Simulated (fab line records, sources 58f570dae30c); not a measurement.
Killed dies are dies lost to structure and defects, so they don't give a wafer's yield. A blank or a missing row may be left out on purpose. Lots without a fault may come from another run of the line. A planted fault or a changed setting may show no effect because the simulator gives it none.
Which tool did it? | flow berkeley_cmos170 | 14 lots, 42 wafers sampled, at 2 steps of a route of 331

WHAT THE GAUGES READ, wafer by wafer
UCB170_FIELD_THK_MEAS_91. Usual: FIELD_OXIDE_LEFT_2_THK 359 nm, standard deviation 9.8.
lot  | measured     | on            | FIELD_OXIDE_LEFT_2_THK (nm) | flag
L383 | day 5 22:11  | film_metro-04 | 369 369 372                 |
L384 | day 5 22:10  | film_metro-01 | 352 352 363                 |
L385 | day 6 00:10  | film_metro-01 | 373 371 371                 |
L386 | day 6 00:25  | film_metro-04 | 355 362 357                 |
L387 | day 6 00:40  | film_metro-01 | 368 366 369                 |
L388 | day 6 15:05  | film_metro-01 | 387 375 373                 |
L396 | day 8 12:29  | film_metro-01 | 352 352 354                 |
L399 | day 9 12:59  | film_metro-01 | 356 353 360                 |
L398 | day 9 13:04  | film_metro-03 | 369 358 365                 |
L401 | day 10 00:07 | film_metro-04 | 351 351 346                 |
L402 | day 9 23:47  | film_metro-03 | 356 360 363                 |
L403 | day 10 09:36 | film_metro-01 | 357 352 362                 |
L404 | day 10 09:53 | film_metro-01 | 369 364 357                 |
L405 | day 11 05:06 | film_metro-01 | 358 370 359                 |

WHICH TOOL RAN EACH LOT (tool, then ch and the chambers of the sampled wafers, then the start)
lot  | UCB170_NWELL_HMDS_06
L383 | litho_track-03 ch 0, day 2 10:26
L384 | litho_track-01 ch 0, day 2 14:26
L385 | litho_track-01 ch 0, day 2 17:05
L386 | litho_track-03 ch 0, day 2 23:35
L387 | litho_track-01 ch 0, day 3 00:45
L388 | litho_track-01 ch 0, day 3 12:21
L396 | litho_track-03 ch 0, day 5 01:50
L399 | litho_track-03 ch 0, day 5 15:28
L398 | litho_track-04 ch 0, day 5 15:51
L401 | litho_track-01 ch 0, day 6 05:28
L402 | litho_track-04 ch 0, day 6 09:55
L403 | litho_track-04 ch 0, day 6 15:54
L404 | litho_track-04 ch 0, day 6 17:59
L405 | litho_track-03 ch 0, day 7 02:26
- UCB170_NWELL_HMDS_06: prime time 60 s.

WHAT THE TOOLS THEMSELVES READ (means of the sampled wafers that have a number; where no wafer has one, the mark that the record gives instead)
UCB170_NWELL_HMDS_06. Usual: prime_temp_c 100.00 C, standard deviation 0.14.
lot  | tool           | prime_temp_c (C) | flag
L383 | litho_track-03 | 100.03           |
L384 | litho_track-01 | 99.89            |
L385 | litho_track-01 | 100.02           |
L386 | litho_track-03 | 100.24           |
L387 | litho_track-01 | 92.30            | OFF
L388 | litho_track-01 | 92.34            | OFF
L396 | litho_track-03 | 100.09           |
L399 | litho_track-03 | 100.04           |
L398 | litho_track-04 | 99.91            |
L401 | litho_track-01 | 99.96            |
L402 | litho_track-04 | 100.00           |
L403 | litho_track-04 | 99.93            |
L404 | litho_track-04 | 99.86            |
L405 | litho_track-03 | 100.26           |

THE ANSWER, worked out from the rows above alone
Rule: a lot is off if the mean of its wafers that have a number lies more than 3 standard deviations from the usual mean. A lot without any number at a reading at which 4 lots or more have one is off too. The other lots that the step has rows for count as sound. The gauges are gone through in route order, then the tools' own readings, and for those a lot's mean is taken as printed above. The first step at which some lot is off is used, and at that step the reading that is off furthest; a lot without a number counts as furthest.
Off: L387, L388, at UCB170_NWELL_HMDS_06 (prime_temp_c).
A tool fits if, at that step or a process step before it, it ran every lot that is off, and no sound lot after the first of them. None of those tried fits.

WHAT THE SIMULATOR HAD PUT IN
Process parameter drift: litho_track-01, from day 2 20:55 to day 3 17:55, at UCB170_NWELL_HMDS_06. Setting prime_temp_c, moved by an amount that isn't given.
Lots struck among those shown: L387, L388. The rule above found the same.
